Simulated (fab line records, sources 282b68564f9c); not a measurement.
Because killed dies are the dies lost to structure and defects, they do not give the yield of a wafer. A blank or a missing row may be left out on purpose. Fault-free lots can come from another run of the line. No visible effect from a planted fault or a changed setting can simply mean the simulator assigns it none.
The tool behind it: which one? | flow rit-cmos | 42 wafers from 14 lots sampled at 2 of the route's 202 steps

== WHAT THE GAUGES SHOWED, per wafer ==
The record lacks any reading of a measuring or inspecting step that a usual standard deviation could be used to judge.

== EACH LOT AND THE TOOL THAT RAN IT (in order: tool; ch and the chambers of the sampled wafers; start) ==
lot  | RIT_ACTIVE_STRIP_14                 | RIT_M1_PROBE_99
L468 | plasma-asher-03 ch 0,1, day 1 15:31 | -
L469 | plasma-asher-04 ch 0,1, day 1 20:04 | -
L471 | plasma-asher-04 ch 0,1, day 2 06:02 | -
L473 | plasma-asher-03 ch 0,1, day 2 15:58 | prober-01, day 4 10:28
L474 | plasma-asher-04 ch 0,1, day 2 20:50 | -
L475 | plasma-asher-01 ch 0,1, day 3 02:41 | prober-01, day 4 20:29
L477 | plasma-asher-04 ch 1, day 3 12:31   | prober-01, day 5 06:40
L478 | plasma-asher-03 ch 0,1, day 3 16:58 | prober-02, day 5 11:05
L479 | plasma-asher-01 ch 0, day 3 21:58   | prober-01, day 5 15:44
L483 | plasma-asher-04 ch 1, day 4 17:58   | -
L484 | plasma-asher-04 ch 0,1, day 4 22:58 | -
L487 | plasma-asher-04 ch 0,1, day 5 13:58 | -
L488 | plasma-asher-04 ch 0,1, day 5 18:50 | -
L489 | plasma-asher-01 ch 0,1, day 5 23:50 | -
- RIT_ACTIVE_STRIP_14: strips in O2, time 180 s.
- RIT_M1_PROBE_99

== WHAT THE TOOLS THEMSELVES READ (means of the sampled wafers that have a number; where no wafer has one, the mark that the record gives instead) ==
RIT_ACTIVE_STRIP_14. Usual: chamber-pressure-mTorr 4000 mTorr, standard deviation 4.2; drypump-motor-current-A 5.5 A, standard deviation 0.38.
lot  | tool            | chamber-pressure-mTorr (mTorr) | drypump-motor-current-A (A) | flag
L468 | plasma-asher-03 | 4001                           | 5.7                         |
L469 | plasma-asher-04 | 3999                           | 5.2                         |
L471 | plasma-asher-04 | 4002                           | 5.2                         |
L473 | plasma-asher-03 | 4002                           | 5.6                         |
L474 | plasma-asher-04 | 3999                           | 5.3                         |
L475 | plasma-asher-01 | 4002                           | 6.1                         |
L477 | plasma-asher-04 | 3998                           | 5.1                         |
L478 | plasma-asher-03 | 3995                           | 5.8                         |
L479 | plasma-asher-01 | 4001                           | 6.2                         |
L483 | plasma-asher-04 | 4001                           | 5.1                         |
L484 | plasma-asher-04 | 3998                           | 5.2                         |
L487 | plasma-asher-04 | 4801                           | 5.1                         | OFF
L488 | plasma-asher-04 | 4803                           | 5.3                         | OFF
L489 | plasma-asher-01 | 3999                           | 6.1                         |

RIT_M1_PROBE_99. Usual: killed-at-contacts 0.1, standard deviation 0.24; killed-at-front-end 7, standard deviation 3; killed-dies 7, standard deviation 3; killed-open 3.2, standard deviation 1.8; killed-short 3.5, standard deviation 2.1.
lot  | tool      | killed-at-contacts | killed-at-front-end | killed-dies | killed-open | killed-short | flag
L473 | prober-01 | 0.0                | 6                   | 6           | 2.3         | 3.3          |
L475 | prober-01 | 0.0                | 16                  | 16          | 5.3         | 10.3         | OFF
L477 | prober-01 | 0.0                | 8                   | 8           | 3.7         | 4.3          |
L478 | prober-02 | 0.3                | 4                   | 4           | 3.0         | 1.3          |
L479 | prober-01 | 0.0                | 5                   | 5           | 2.0         | 2.7          |

== THE ANSWER, worked out from the rows above alone ==
Rule: a lot counts as off when the mean over its wafers that have a number is more than 3 standard deviations away from the usual mean. Also off: a lot with no number at a reading for which 4 or more lots have one. The other lots that the step has rows for count as sound. The gauges are gone through in route order, then the tools' own readings, and for those a lot's mean is taken as printed above. At the first step where some lot is off, the reading lying furthest off is the one used; lots without a number count as furthest.
Off, at RIT_ACTIVE_STRIP_14 on chamber-pressure-mTorr: L487, L488.
If a tool, at that step or one of the process steps before it, ran each lot that is off and ran no sound lot following the first of them, it fits. One candidate fits, namely plasma-asher-04 at RIT_ACTIVE_STRIP_14. Its last sound lot is L484 (day 4 22:58), its first lot that is off L487 (day 5 13:58): a fault that began between those two fits.
The tool's own readings at RIT_ACTIVE_STRIP_14 bear it out: on the lots that are off they differ by more than 5 times the standard deviation of the sound lots' means. chamber-pressure-mTorr reads 4802 mTorr there against 4000 mTorr on the sound lots.

== WHAT THE SIMULATOR HAD PUT IN ==
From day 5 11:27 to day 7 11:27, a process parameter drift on plasma-asher-04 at RIT_ACTIVE_STRIP_14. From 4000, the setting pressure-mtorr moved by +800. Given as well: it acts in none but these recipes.
Lots struck among those shown: L487, L488. The rule above reached the same finding.
